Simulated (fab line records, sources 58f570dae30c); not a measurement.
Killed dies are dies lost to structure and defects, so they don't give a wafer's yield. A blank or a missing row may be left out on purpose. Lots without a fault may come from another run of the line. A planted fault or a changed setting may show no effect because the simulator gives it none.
Tool commonality check | flow berkeley_cmos170 | 15 lots, 45 wafers sampled

WHY IT WAS OPENED
At UCB170_GATE_THK_MEAS_05 the reading GATE_POLY_THK is flagged on 3 of 15 lots. Wafers without a fault read 215.4 nm, standard deviation 2.1.
Rule: a lot is flagged when every wafer of it that has a number lies more than 4 standard deviations from that mean, or none has a number. The other lots count as sound.

lot  | measured     | on            | GATE_POLY_THK (nm), wafer by wafer | flag
L393 | day 5 14:33  | film_metro-03 | 214.4 213.8 213.5                  |
L394 | day 6 01:04  | film_metro-01 | 214.7 215.5 215.6                  |
L395 | day 6 13:31  | film_metro-02 | 215.6 215.8 217.2                  |
L396 | day 6 13:31  | film_metro-03 | 214.1 217.2 214.8                  |
L399 | day 6 16:20  | film_metro-03 | 217.9 218.8 217.4                  |
L401 | day 7 01:13  | film_metro-03 | 216.9 215.6 216.5                  |
L400 | day 7 02:47  | film_metro-02 | 425.6 424.2 427.9                  | FLAGGED
L406 | day 8 18:11  | film_metro-01 | 216.5 215.6 216.9                  |
L410 | day 9 09:49  | film_metro-01 | 435.9 436.8 435.2                  | FLAGGED
L409 | day 9 09:50  | film_metro-03 | 428.8 429.8 431.1                  | FLAGGED
L411 | day 9 16:22  | film_metro-01 | 220.4 220.0 218.4                  |
L413 | day 10 01:34 | film_metro-01 | 215.8 216.6 214.6                  |
L414 | day 10 09:06 | film_metro-01 | 216.4 215.1 216.1                  |
L416 | day 10 14:05 | film_metro-02 | 216.4 216.4 217.1                  |
L415 | day 10 14:07 | film_metro-01 | 219.6 216.7 216.4                  |
The numbers of the flagged lots are 430.6 nm on average: +215.2 nm against the usual, or +99 or more standard deviations.

WHICH TOOL RAN EACH LOT
The record holds 1 process step before the reading, out of a route of 331 steps. In each cell: the tool, then ch and the chambers that the sampled wafers went through, then the start.
lot  | flag    | UCB170_GATE_CVD_04
L393 |         | lpcvd-02 ch 1, day 5 12:26
L394 |         | lpcvd-01 ch 1, day 5 23:40
L395 |         | lpcvd-01 ch 0, day 6 12:05
L396 |         | lpcvd-01 ch 1, day 6 12:05
L399 |         | lpcvd-01 ch 0, day 6 14:55
L401 |         | lpcvd-02 ch 0, day 6 23:49
L400 | FLAGGED | lpcvd-02 ch 1, day 6 23:49 and lpcvd-01 ch 1, day 7 01:22
L406 |         | lpcvd-01 ch 1, day 8 16:47
L410 | FLAGGED | lpcvd-01 ch 0, day 9 05:05
L409 | FLAGGED | lpcvd-01 ch 0, day 9 05:05
L411 |         | lpcvd-01 ch 0, day 9 14:56
L413 |         | lpcvd-02 ch 0, day 9 23:28
L414 |         | lpcvd-01 ch 1, day 10 07:41
L416 |         | lpcvd-01 ch 1, day 10 12:41
L415 |         | lpcvd-01 ch 0, day 10 12:41
What these steps do:
- UCB170_GATE_CVD_04: deposits poly-Si from SiH4, time 1440 s, target thk 214 nm.
- UCB170_GATE_THK_MEAS_05

FLAGGED OVER TOTAL, TOOL BY TOOL (the gauges that took the reading come last)
step                    | tool          | lots run | flagged | share of the flagged lots | sound lots run after its first flagged lot
UCB170_GATE_CVD_04      | lpcvd-01      | 12       | 3       | all                       | 5 (L406,L411,L414,L415,L416)
UCB170_GATE_CVD_04      | lpcvd-02      | 4        | 1       | some                      | 1 (L413)
UCB170_GATE_THK_MEAS_05 | film_metro-01 | 7        | 1       | some                      | 4 (L411,L413,L414,L415)
UCB170_GATE_THK_MEAS_05 | film_metro-02 | 3        | 1       | some                      | 1 (L416)
UCB170_GATE_THK_MEAS_05 | film_metro-03 | 5        | 1       | some                      | 0

WHAT THE TABLE ALLOWS
1 row of the table ran every flagged lot: lpcvd-01 at UCB170_GATE_CVD_04.
- lpcvd-01 at UCB170_GATE_CVD_04: 3 of its 12 lots flagged. Sound lots ran on it after the first flagged one (L406, L411, L414, L415, L416), which a lasting fault on the whole tool wouldn't allow.
No row of the table ran every flagged lot and no sound lot after the first.

WHAT THE SIMULATOR HAD PUT IN
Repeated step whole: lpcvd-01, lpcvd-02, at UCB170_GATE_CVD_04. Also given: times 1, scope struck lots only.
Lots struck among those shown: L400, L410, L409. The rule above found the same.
